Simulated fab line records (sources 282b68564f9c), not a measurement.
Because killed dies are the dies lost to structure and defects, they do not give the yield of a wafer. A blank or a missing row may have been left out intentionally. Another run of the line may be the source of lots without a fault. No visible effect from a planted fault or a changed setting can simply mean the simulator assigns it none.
Which tool was responsible? + flow rit-cmos + 42 wafers from 14 lots sampled at 6 of the route's 202 steps

WHAT THE GAUGES READ, wafer by wafer
RIT_ACTIVE_CD_MEAS_90: target cd 1400 nm.
| lot  | measured    | on        | cd-nm (nm)           |
|------|-------------|-----------|----------------------|
| L271 | day 2 06:08 | cd-sem-02 | 1395.7 1395.8 1397.9 |
| L272 | day 2 11:08 | cd-sem-02 | 1405.9 1404.1 1402.1 |
| L273 | day 2 16:01 | cd-sem-02 | 1398.8 1398.0 1396.5 |
| L275 | day 3 02:12 | cd-sem-01 | 1401.6 1402.1 1398.8 |
| L276 | day 3 07:10 | cd-sem-01 | 1398.0 1398.6 1399.6 |
| L277 | day 3 14:08 | cd-sem-02 | 1400.6 1400.4 1400.8 |
| L278 | day 3 17:09 | cd-sem-02 | 1400.9 1401.6 1401.1 |
| L282 | day 4 13:16 | cd-sem-01 | 1400.9 1396.9 1400.2 |
| L283 | day 4 18:28 | cd-sem-01 | 1398.0 1398.3 1400.2 |
| L284 | day 4 23:04 | cd-sem-01 | 1398.9 1398.0 1399.5 |
| L285 | day 5 04:55 | cd-sem-01 | 1401.1 1402.3 1403.3 |
| L287 | day 5 16:01 | cd-sem-01 | 1400.5 1402.1 1400.3 |
| L288 | day 5 19:10 | cd-sem-01 | 1401.5 1401.2 1399.8 |
| L289 | day 6 00:13 | cd-sem-01 | 1399.8 1399.5 1399.8 |

RIT_NSD_TW_MEAS_10.
| lot  | measured    | on            | NSD_TW         |
|------|-------------|---------------|----------------|
| L271 | day 3 15:52 | film-metro-03 | 3187 3179 3183 |
| L272 | day 3 23:52 | film-metro-03 | 3198 3185 3166 |
| L273 | day 4 06:58 | film-metro-03 | 3176 3169 3186 |
| L275 | day 4 15:08 | film-metro-01 | 3069 3076 3067 |
| L276 | day 5 02:15 | film-metro-02 | 3096 3096 3087 |
| L277 | day 5 05:05 | film-metro-03 | 31 31 31       |
| L278 | day 5 07:50 | film-metro-01 | 30 30 30       |
| L282 | day 6 00:19 | film-metro-03 | 3167 3182 3174 |
| L283 | day 6 03:28 | film-metro-02 | 3102 3104 3132 |
| L284 | day 6 06:47 | film-metro-02 | 3095 3097 3109 |
| L285 | day 6 14:31 | film-metro-03 | 3183 3157 3172 |
| L287 | day 7 00:25 | film-metro-01 | 3102 3098 3093 |
| L288 | day 7 03:13 | film-metro-02 | 3096 3101 3109 |
| L289 | day 7 09:39 | film-metro-03 | 3164 3161 3156 |

RIT_SDANNEAL_RS_MEAS_05: measures by four-point-probe.
| lot  | measured    | on            | NSD_RS (ohm/sq)   |
|------|-------------|---------------|-------------------|
| L271 | day 3 18:12 | film-metro-01 | 85.9 86.1 86.0    |
| L272 | day 4 02:13 | film-metro-02 | 86.1 86.3 85.9    |
| L273 | day 4 09:04 | film-metro-01 | 86.9 86.3 86.4    |
| L275 | day 4 17:22 | film-metro-02 | 85.9 86.2 86.1    |
| L276 | day 5 04:17 | film-metro-02 | 86.1 85.9 86.3    |
| L277 | day 5 07:09 | film-metro-01 | 132.9 133.0 132.9 |
| L278 | day 5 09:58 | film-metro-01 | 133.1 133.0 132.9 |
| L282 | day 6 02:20 | film-metro-02 | 86.0 85.9 85.9    |
| L283 | day 6 05:29 | film-metro-01 | 85.8 85.9 85.9    |
| L284 | day 6 08:59 | film-metro-01 | 86.3 86.3 85.9    |
| L285 | day 6 16:37 | film-metro-03 | 85.1 85.5 85.6    |
| L287 | day 7 02:45 | film-metro-01 | 85.9 85.9 86.4    |
| L288 | day 7 05:23 | film-metro-02 | 86.2 86.1 86.2    |
| L289 | day 7 11:48 | film-metro-01 | 85.6 85.6 85.8    |

RIT_M1_BOW_MEAS_16.
| lot  | measured    | on            | M1_BOW (um) |
|------|-------------|---------------|-------------|
| L271 | day 4 01:29 | film-metro-01 | 19 7 25     |
| L272 | day 4 09:20 | film-metro-02 | 23 31 22    |
| L273 | day 4 16:36 | film-metro-02 | 12 19 7     |
| L275 | day 5 01:06 | film-metro-03 | 24 9 20     |
| L276 | day 5 11:48 | film-metro-03 | 14 10 27    |
| L282 | day 6 09:50 | film-metro-03 | 17 20 18    |
| L283 | day 6 12:49 | film-metro-02 | 26 19 21    |
| L284 | day 6 15:59 | film-metro-01 | 11 10 14    |
| L285 | day 7 00:53 | film-metro-02 | 14 15 20    |
| L287 | day 7 10:41 | film-metro-01 | 15 9 9      |
| L288 | day 7 12:27 | film-metro-03 | 19 26 15    |
| L289 | day 7 19:56 | film-metro-03 | 24 25 19    |

WHAT TOOL EACH LOT RAN ON (gives the tool, then ch and the chambers of the sampled wafers, and finally the start)
| lot  | RIT_ACTIVE_ETCH_13                | RIT_NSD_IMPLANT_08             |
|------|-----------------------------------|--------------------------------|
| L271 | rie-diel-01 ch 0,1,2, day 2 05:50 | implanter-02 ch 0, day 3 15:33 |
| L272 | rie-diel-02 ch 1,2,3, day 2 10:50 | implanter-04 ch 0, day 3 23:32 |
| L273 | rie-diel-04 ch 0,2, day 2 15:43   | implanter-04 ch 0, day 4 06:38 |
| L275 | rie-diel-02 ch 0,1, day 3 01:52   | implanter-02 ch 0, day 4 14:50 |
| L276 | rie-diel-02 ch 0,1,3, day 3 06:51 | implanter-04 ch 0, day 5 01:55 |
| L277 | rie-diel-02 ch 1,3, day 3 13:50   | implanter-04, day 5 04:46      |
| L278 | rie-diel-04 ch 1,2, day 3 16:50   | implanter-02, day 5 07:30      |
| L282 | rie-diel-02 ch 0,1,3, day 4 12:58 | implanter-03 ch 0, day 5 23:59 |
| L283 | rie-diel-01 ch 0,3, day 4 18:04   | implanter-02 ch 0, day 6 03:08 |
| L284 | rie-diel-02 ch 2,3, day 4 22:43   | implanter-03 ch 0, day 6 06:29 |
| L285 | rie-diel-01 ch 0,2,3, day 5 04:34 | implanter-02 ch 0, day 6 14:13 |
| L287 | rie-diel-01 ch 0,1,2, day 5 15:40 | implanter-03 ch 0, day 7 00:07 |
| L288 | rie-diel-04 ch 0,2,3, day 5 18:45 | implanter-02 ch 0, day 7 02:53 |
| L289 | rie-diel-04 ch 0,1,2, day 5 23:55 | implanter-02 ch 0, day 7 09:20 |
- RIT_ACTIVE_ETCH_13: etches Si3N4 in SF6, stops on SiO2, time 210 s, target depth 210 nm.
- RIT_NSD_IMPLANT_08

AS READ BY THE TOOLS THEMSELVES (means over the sampled wafers that have a number; for cases with no such wafer, the mark the record gives instead)
RIT_ACTIVE_ETCH_13.
| lot  | tool        | drypump-motor-current-A (A) | oes-product-au (a.u.) | throttle-valve-pct (%) |
|------|-------------|-----------------------------|-----------------------|------------------------|
| L271 | rie-diel-01 | 5.3                         | 0.818                 | 7.57                   |
| L272 | rie-diel-02 | 6.0                         | 0.829                 | 7.47                   |
| L273 | rie-diel-04 | 5.7                         | 0.821                 | 7.31                   |
| L275 | rie-diel-02 | 6.2                         | 0.844                 | 7.56                   |
| L276 | rie-diel-02 | 6.2                         | 0.830                 | 7.57                   |
| L277 | rie-diel-02 | 6.2                         | 0.839                 | 7.51                   |
| L278 | rie-diel-04 | 5.8                         | 0.809                 | 7.36                   |
| L282 | rie-diel-02 | 6.2                         | 0.826                 | 7.57                   |
| L283 | rie-diel-01 | 5.3                         | 0.832                 | 7.51                   |
| L284 | rie-diel-02 | 5.7                         | 0.815                 | 7.43                   |
| L285 | rie-diel-01 | 5.3                         | 0.826                 | 7.53                   |
| L287 | rie-diel-01 | 5.3                         | 0.818                 | 7.57                   |
| L288 | rie-diel-04 | 5.5                         | 0.825                 | 7.41                   |
| L289 | rie-diel-04 | 5.7                         | 0.815                 | 7.33                   |

RIT_NSD_IMPLANT_08.
| lot  | tool         | beam-energy-keV | beam-on-s (s) |
|------|--------------|-----------------|---------------|
| L271 | implanter-02 | 24.992          | 10.11         |
| L272 | implanter-04 | 25.003          | 10.12         |
| L273 | implanter-04 | 24.991          | 9.94          |
| L275 | implanter-02 | 25.008          | 9.90          |
| L276 | implanter-04 | 25.012          | 10.02         |
| L277 | implanter-04 | -               | -             |
| L278 | implanter-02 | -               | -             |
| L282 | implanter-03 | 24.992          | 10.09         |
| L283 | implanter-02 | 24.990          | 10.03         |
| L284 | implanter-03 | 24.999          | 9.91          |
| L285 | implanter-02 | 25.010          | 9.83          |
| L287 | implanter-03 | 25.004          | 9.83          |
| L288 | implanter-02 | 25.015          | 9.95          |
| L289 | implanter-02 | 24.999          | 10.00         |

THE ANSWER, worked out from the rows above alone
Rule: the usual values come from the lots themselves. Put in order of their means at a reading, lots are off if they are a third of the lots or fewer, leave a main group of 4 or more, and stand apart from it by a gap of 3 or more times the standard deviation of the main group's means; of several such gaps the widest counts. A main group whose means are all the same, to the digits that the tables above print for the reading, isn't used. Also off: a lot with no number at a reading for which 4 or more lots have one. All remaining lots with rows at the step are treated as sound. First the gauges in route order, then the tools' own readings, where a lot's mean is used as printed above. The first step at which some lot is off is used, and at that step the reading that is off furthest; a lot without a number counts as furthest.
Off: L277, L278, at RIT_NSD_TW_MEAS_10 (NSD_TW). The main group has a mean of 3135 with a standard deviation of 41.
If a tool, at a process step before that reading, ran all the lots that are off and no sound lot after the first of them, it fits. Not tried: the gauges at RIT_NSD_TW_MEAS_10; whatever is off there is also off at RIT_NSD_IMPLANT_08, on other tools, and gauge error can't account for it. None of those tried fits.

WHAT THE SIMULATOR HAD INSERTED
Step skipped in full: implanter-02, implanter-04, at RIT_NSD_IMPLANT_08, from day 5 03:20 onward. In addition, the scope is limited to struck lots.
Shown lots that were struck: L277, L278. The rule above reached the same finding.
